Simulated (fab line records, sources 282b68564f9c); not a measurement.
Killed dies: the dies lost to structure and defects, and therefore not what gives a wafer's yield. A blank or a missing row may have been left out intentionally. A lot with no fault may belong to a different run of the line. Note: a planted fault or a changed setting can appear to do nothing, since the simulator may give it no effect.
8D (eight disciplines) problem report, filled in by code / flow ritCmos / the parts of the form that need people (team, actions taken, sign-off) are left out

## 1. WHAT IS WRONG
Mean NRETRO_OVL at RIT_NRETRO_OVL_MEAS_06: -179.6 nm over 9 wafers in 3 lots; fault-free wafers: 0.8 nm, standard deviation 1.3. So: -99 or more standard deviations from the usual mean.
First observed at day 5 18:35: wafer L588.2, on overlay-01. At this step, 45 wafers from 15 lots have a number in the record. Rule for "out", or "out of limits": more than 4 standard deviations from the usual mean. The other wafers with a number count as sound.

## 2. WHAT IT IS, AND WHAT IT ISN'T
question=which readings at this step | is=NRETRO_OVL | is not=-
question=which lots | is=L588, L591, L592 | is not=L571, L572, L573, L576, L577, L579, L580, L581, L584, L587, L589, L593
question=which wafers of those lots | is=all that have a number | is not=-
question=read on which gauges | is=overlay-01, overlay-02 | is not=-
question=when | is=from day 5 18:35 | is not=up to then (30 sound wafers); but 6 sound wafers of L589, L593 came after

## 3. WHAT RULES OUT EACH SUSPECT
Counting: a tool at any process step up to the reading remains a suspect when it ran all the lots that are out and ran no sound lot after the first of those.
- the gauge at RIT_NRETRO_OVL_MEAS_06 has been ruled out. Those wafers that are out were read across 2 gauges (overlay-01, overlay-02).
- ilineStepper-01 at RIT_NRETRO_EXPOSE_03 (exposes mask M4, target cd 43900 nm): kept. It processed each lot that is out, first L588 at day 5 18:10, and no sound lot thereafter; up to then, the last sound lot it processed was L587 at day 5 14:01.
Remaining after the count: ilineStepper-01 at RIT_NRETRO_EXPOSE_03.

## 4. THE CAUSE (what the simulator had put in)
Scanner matching overlay: ilineStepper-01, from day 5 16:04 on, at RIT_NRETRO_EXPOSE_03. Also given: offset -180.
Only this tool survived the counting.

## 5. SEQUENCE OF EFFECTS, ordered by route
Each row: a reading whose mean over the struck wafers that have a number lies more than 3 standard deviations from the usual. Only readings whose record carries a usual standard deviation are examined. hours: median over the lots of the time between each lot's start at the first step of this table that gives one and its start at this step. sigmas: the change, counted in usual standard deviations.
hours=0; step=RIT_NRETRO_OVL_MEAS_06; reading=NRETRO_OVL; usual=0.8 nm; on struck wafers=-179.6; change=-180.4; sigmas=-99 or more

## 6. WHAT WOULD HAVE CAUGHT IT SOONER
The first out-of-limits reading at a measuring or inspecting step in this record came at day 5 18:35, 3 hours after the fault's start at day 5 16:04.
Among the 3 lots that are out, L591, L592 began RIT_NRETRO_EXPOSE_03 on ilineStepper-01 after day 5 18:35. A hold on the tool at that time would have spared those 2.
